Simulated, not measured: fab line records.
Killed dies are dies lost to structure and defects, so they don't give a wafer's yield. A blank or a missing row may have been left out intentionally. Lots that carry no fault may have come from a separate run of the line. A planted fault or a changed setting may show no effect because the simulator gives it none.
A lot that was struck, set against a sound lot :: flow rit-cmos :: 26 steps out of a route of 202
Sound: the wafers L415.2, L415.3, L415.6. Wafers L421.2, L421.4, L421.6 were the ones struck. The cause is named last.
For every step that has rows: the tool of each side, followed by ch and its chambers, followed by its first start. Under that, the readings that differ: sound wafers :: struck wafers :: difference of the means :: sigmas: that difference in standard deviations of wafers without a fault.
alike: same words and numbers on both sides, and readings whose means sit less than 2 such deviations apart. not compared: any withheld reading, any reading some wafer has no value for, any bound like >300 that may hide the same value, and any number with overlapping values for which the record gives no deviation.
Wherever a step has rows on one side only, a row that says differs or no value, or a row with sigmas, the two part there. Non-overlapping numbers with no deviation appear without sigmas and do not part them. Lack of a reading on every wafer of one side parts them only where that side has two or more wafers.

first, 4 steps without rows for these wafers: RIT_CONTACT_SOFTBAKE_04 (time 60 s); RIT_CONTACT_EXPOSE_05 (exposes mask M11, target cd 1000 nm); RIT_CONTACT_PEB_06; RIT_CONTACT_DEVELOP_07 (develop time 120 s).
RIT_CONTACT_CD_MEAS_08: the cd target is 1000 nm.
  struck on cd-sem-02, day 5 05:58; sound on cd-sem-01, day 4 01:46
  alike: cd-nm
RIT_CONTACT_OVL_MEAS_09:
  struck on overlay-02, day 5 06:04; sound on overlay-02, day 4 01:52
  alike: CONTACT_OVL
then, 1 step without rows for these wafers: RIT_CONTACT_HARDBAKE_10 (time 60 s).
RIT_CONTACT_ETCH_11: etches SiO2 in CHF3/CF4/Ar, stops on TiSi2, target depth 480 nm, time 320 s.
  sound on rie-diel-04 ch 0,2, day 4 02:02; struck on rie-diel-04 ch 0,2, day 5 06:14
  alike: drypump-motor-current-A, oes-product-au, rf-fwd-power-W, throttle-valve-pct
  not compared: rf-hours-counter-h
RIT_CONTACT_STRIP_12: strips in O2, time 180 s.
  sound on plasma-asher-02 ch 0,1, day 4 02:14; struck on plasma-asher-02 ch 0, day 5 06:26
  alike: drypump-motor-current-A
  not compared: rf-hours-counter-h
RIT_CONTACT_CD_MEAS_90: the cd target is 1000 nm.
  struck on cd-sem-01, day 5 06:38; sound on cd-sem-02, day 4 02:26
  alike: cd-nm
then, 2 steps without rows for these wafers: RIT_CONTACT_CLEAN_13 (cleans in SC1, time 600 s); RIT_CONTACT_CLEAN_14 (cleans in SC2, time 600 s).
RIT_M1_SPUTTER_00: material Al, target thk 400 nm, time 500 s.
  struck on pvd-sputter-03, day 5 07:05; sound on pvd-sputter-03, day 4 02:53
reading: model.Al_of_M1_SPUTTER_00.thk-nm (nm)
sound: 408.3 402.9 404.9
struck: 552.2 551.3 549.7
difference: +145.7
sigmas: 
  alike: substrate-temp-c, throttle-valve-pct
RIT_M1_RS_MEAS_01: the measuring method here is four-point-probe.
  struck on film-metro-02, day 5 07:41; sound on film-metro-02, day 4 03:12
reading: M1_AL_RS (ohm/sq)
sound: 0.0720 0.0728 0.0726
struck: 0.0529 0.0530 0.0532
difference: -0.0194
sigmas: -26
  not compared: hold
RIT_M1_THK_MEAS_02: measures by xrf.
  struck on film-metro-02, day 5 11:08; sound on film-metro-02, day 4 03:19
reading: M1_AL_THK (nm)
sound: 412 409 411
struck: 557 559 555
difference: +146
sigmas: +33
  not compared: hold
then, 5 steps without rows for these wafers: RIT_M1_COAT_04 (resist thk 1300 nm); RIT_M1_SOFTBAKE_05 (time 60 s); RIT_M1_EXPOSE_06 (exposes mask M12, target cd 2600 nm); RIT_M1_PEB_07; RIT_M1_DEVELOP_08 (develop time 68 s).
RIT_M1_CD_MEAS_09: the cd target is 2600 nm.
  struck on cd-sem-02, day 5 13:35; sound on cd-sem-02, day 4 04:19
  alike: cd-nm
RIT_M1_OVL_MEAS_10:
  struck on overlay-01, day 5 13:41; sound on overlay-02, day 4 04:26
  alike: M1_OVL
then, 1 step without rows for these wafers: RIT_M1_HARDBAKE_11 (time 120 s).
RIT_M1_METAL_ETCH_12: etches Al in Cl2/BCl3, stops on SiO2, time 165 s, target depth 600 nm.
  sound on rie-metal-01 ch 0,1, day 4 04:43; struck on rie-metal-01 ch 0,1, day 5 13:58
reading: oes-product-au (a.u.)
sound: 0.761 0.760 0.794
struck: 0.957 0.915 0.956
difference: +0.171
sigmas: +13
  alike: drypump-motor-current-A, rf-fwd-power-W, throttle-valve-pct
  not compared: rf-hours-counter-h
then, 1 step without rows for these wafers: RIT_M1_STRIP_13 (strips in nmp, time 600 s).
RIT_M1_PROBE_99:
  struck on prober-02, day 5 19:10; sound on prober-01, day 4 07:01
reading: hold
sound: - - -
struck: await-dispo/2.6h/release await-dispo/2.6h/release await-dispo/2.6h/release
difference: no value on the sound wafers
sigmas: 
  alike: defect-limited-yield, killed-at-contacts, killed-at-front-end, killed-dies, killed-open, killed-short, sort_bin_3_pad_short, sort_bin_5_function, sort_bin_6_memory, sort-n-pass, sort-yield-pct

== WHERE THEY PART ==
At RIT_M1_RS_MEAS_01 first; at RIT_M1_PROBE_99 last (within this record only).

WHY: what had been put in by the simulator
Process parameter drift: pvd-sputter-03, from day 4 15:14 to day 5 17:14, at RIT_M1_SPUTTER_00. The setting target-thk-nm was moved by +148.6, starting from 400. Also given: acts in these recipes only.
